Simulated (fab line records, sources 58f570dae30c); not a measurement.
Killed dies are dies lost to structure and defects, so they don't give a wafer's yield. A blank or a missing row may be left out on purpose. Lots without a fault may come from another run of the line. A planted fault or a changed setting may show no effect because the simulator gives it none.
Chamber matching | flow berkeley_cmos170 | UCB170_GATE_ETCH_15 on rie_si-02: 4 sister chambers
The step etches poly-Si in HBr/Cl2, stops on SiO2, time 56.3 s, target depth 278.2 nm. 4 wafers are shown with their chamber, then 7 later ones without.

WAFERS WITH THEIR CHAMBER
wafer  | chamber | drypump_motor_current_A (A)
L840.2 | 2       | 5.7
L842.4 | 3       | 6.1
L848.1 | 0       | 5.2
L848.5 | 1       | 5.3

WAFERS WITHOUT THEIR CHAMBER
wafer  | drypump_motor_current_A (A)
L848.6 | 5.8
L852.3 | 5.2
L852.4 | 6.1
L852.6 | 6.1
L853.2 | 5.3
L853.4 | 5.7
L853.6 | 5.3

WHICH CHAMBER EACH WENT THROUGH
wafer  | from the rows above | in truth
L848.6 | 2                   | 2
L852.3 | 0                   | 0
L852.4 | 3                   | 3
L852.6 | 3                   | 3
L853.2 | 1                   | 1
L853.4 | 2                   | 2
L853.6 | 1                   | 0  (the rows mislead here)
Placed correctly: 6 of 7. Can't be placed from these rows: 0. Placed wrongly: 1.
How it was worked out, from the rows above alone: a wafer's distance from a chamber is the root of the sum, over the readings, of the square of ((its reading less the chamber's mean) divided by the reading's scatter). The wafer belongs to the nearest chamber; if the next one is less than 2 further off, it can't be placed. A chamber's mean is the mean of its shown wafers. The scatter: with one shown wafer a chamber, the root of the mean of the squares of how far each hidden wafer lies from its nearest shown one.
